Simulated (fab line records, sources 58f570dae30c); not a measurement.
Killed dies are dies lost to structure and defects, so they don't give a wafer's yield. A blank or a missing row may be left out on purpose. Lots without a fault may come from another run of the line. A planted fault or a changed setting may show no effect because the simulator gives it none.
One fault seen from 2 desks | flow berkeley_cmos170 | each desk has only its own numbers; what lay behind them comes last

THE TOOL OWNER'S DESK: implanter-02
The tool's own readings at UCB170_NLDD_IMPLANT_08: means of the sampled wafers that have a number, for each lot that ran on this tool. A lot is out of limits, marked OUT, if its mean lies more than 4 standard deviations from the usual mean; the brackets give that distance.
Columns: A = dose_ions_cm2 at UCB170_NLDD_IMPLANT_08, usual 5e+13; B = tilt_deg at UCB170_NLDD_IMPLANT_08, usual 6.998 degrees
lot  | first seen here | A     | B
L610 | day 7 07:13     | 5e+13 | 7.008
L617 | day 9 14:16     | 5e+13 | 6.979
L625 | day 10 23:32    | 5e+13 | -0.024 (-99 or more) OUT
L626 | day 11 08:23    | 5e+13 | -0.015 (-99 or more) OUT
This desk's finding: out of limits on L625, L626; first on L625, day 10 23:32 (tilt_deg at UCB170_NLDD_IMPLANT_08). In limits: L610, L617.

THE METROLOGY DESK
What the gauges read, lot by lot, whatever tool the lot ran on: means of the sampled wafers that have a number. A lot is out of limits, marked OUT, if its mean lies more than 4 standard deviations from the usual mean; the brackets give that distance.
Columns: A = PWELL_TW at UCB170_PWELL_TW_MEAS_17, usual 377.8; B = NVT_OVL at UCB170_NVT_OVL_MEAS_06, usual -3 nm; C = NLDD_OVL at UCB170_NLDD_OVL_MEAS_07, usual 0 nm; D = NLDD_TW at UCB170_NLDD_TW_MEAS_11, usual 2206; E = NLDD_RS at UCB170_SDANNEAL_RS_MEAS_05, usual 616.3 ohm/sq
lot  | first seen here | A     | B   | C  | D               | E
L610 | day 3 11:21     | 375.3 | -5  | -5 | 2200            | 616.2
L613 | day 3 19:36     | 378.3 | -15 | 11 | 2190            | 617.0
L612 | day 3 19:49     | 378.8 | -5  | 7  | 2192            | 615.9
L614 | day 4 11:58     | 380.4 | -1  | 1  | 2191            | 615.3
L615 | day 4 12:11     | 381.7 | 6   | 3  | 2196            | 613.6
L616 | day 4 18:00     | 375.0 | -2  | 5  | 2194            | 615.6
L617 | day 5 04:23     | 379.6 | 5   | -4 | 2210            | 618.4
L618 | day 5 04:37     | 374.7 | -7  | 0  | 2231            | 616.4
L622 | day 5 22:13     | 381.1 | -2  | 4  | 2189            | 616.3
L625 | day 6 13:26     | 376.7 | -3  | -1 | 2094 (-7.5) OUT | 538.6 (-56) OUT
L626 | day 7 01:34     | 377.4 | 3   | 3  | 2120 (-5.8) OUT | 538.5 (-56) OUT
L628 | day 7 14:03     | 377.1 | -1  | 2  | 2216            | 615.5
L629 | day 7 14:17     | 376.3 | -13 | 6  | 2221            | 614.9
L631 | day 8 03:26     | 378.6 | 0   | -1 | 2208            | 616.0
This desk's finding: out of limits on L625, L626; first on L625, day 10 23:56 (NLDD_TW at UCB170_NLDD_TW_MEAS_11). In limits: L610, L613, L612, L614, L615, L616, L617, L618, L622, L628, L629, L631.

PUT TOGETHER
The tool owner's desk could have raised an alarm at day 10 23:32, on L625, L626.
The metrology desk could have raised an alarm at day 10 23:56, on L625, L626.
Of the lots named, all ran UCB170_NLDD_IMPLANT_08 on implanter-02.

WHAT THE SIMULATOR HAD PUT IN
Process parameter drift: implanter-02, from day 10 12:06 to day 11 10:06, at UCB170_NLDD_IMPLANT_08. Setting tilt_deg, moved by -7, from 7. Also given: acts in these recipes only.
Lots struck among those shown: L625, L626.
Hours from the fault's start to each desk's first reading out of limits: the tool owner's desk, 11; the metrology desk, 12.
